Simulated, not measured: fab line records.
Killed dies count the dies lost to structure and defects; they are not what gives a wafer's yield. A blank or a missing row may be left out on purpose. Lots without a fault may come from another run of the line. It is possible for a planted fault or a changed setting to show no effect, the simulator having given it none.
2 desks looking at one fault    flow berkeleyCmos170    what lay behind the numbers comes last; until then each desk has only its own

## AT THE TOOL OWNER'S DESK: krfScanner-01
The tool's own readings at UCB170_CONTACT_EXPOSE_12 (exposes mask CONT, target cd 700 nm): means of the sampled wafers that have a number, for each lot that ran on this tool. Marked OUT: a lot whose mean sits more than 4 standard deviations from the usual mean, which makes it out of limits; the brackets give that distance.
Columns: A = exposureDoseMJCm2 at UCB170_CONTACT_EXPOSE_12, usual 34.99; B = focusOffsetNm at UCB170_CONTACT_EXPOSE_12, usual 0.0 nm; C = stageVelMmS at UCB170_CONTACT_EXPOSE_12, usual 499.98 mm/s
lot   first seen here  A                 B     C
L132  day 7 18:56      34.99             -0.1  500.08
L134  day 8 01:37      34.97             -0.6  500.27
L145  day 10 16:35     34.84 (-4.9) OUT  -0.1  500.22
This desk's finding: out of limits on L145; first on L145, day 10 16:35 (exposureDoseMJCm2 at UCB170_CONTACT_EXPOSE_12). In limits: L132, L134.

## METROLOGY DESK
Lot by lot, what the gauges showed, no matter which tool ran the lot: averages of those sampled wafers that carry a number. Marked OUT: a lot whose mean sits more than 4 standard deviations from the usual mean, which makes it out of limits; the brackets give that distance.
Columns: A = CONTACT_PSG_THK at UCB170_CONTACT_THK_MEAS_02, usual 697 nm
lot   first seen here  A
L132  day 7 17:11      704
L134  day 8 00:19      698
L135  day 8 10:01      698
L145  day 10 15:10     692
L148  day 10 18:04     692
This desk's finding: nothing out of limits on any of the 5 lots.

## TAKEN TOGETHER
An alarm could have come from the tool owner's desk at day 10 16:35, on L145.
Metrology desk: nothing out of limits seen.
The metrology desk holds a record of L145, inside its limits.
Every lot named ran UCB170_CONTACT_EXPOSE_12 on krfScanner-01.

## WHAT THE SIMULATOR HAD INSERTED
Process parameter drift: krfScanner-01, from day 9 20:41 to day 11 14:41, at UCB170_CONTACT_EXPOSE_12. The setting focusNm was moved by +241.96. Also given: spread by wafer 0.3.
Struck lots among those shown: L145.
Time in hours from fault onset to the first out-of-limits reading at each desk: the tool owner's desk, 20.
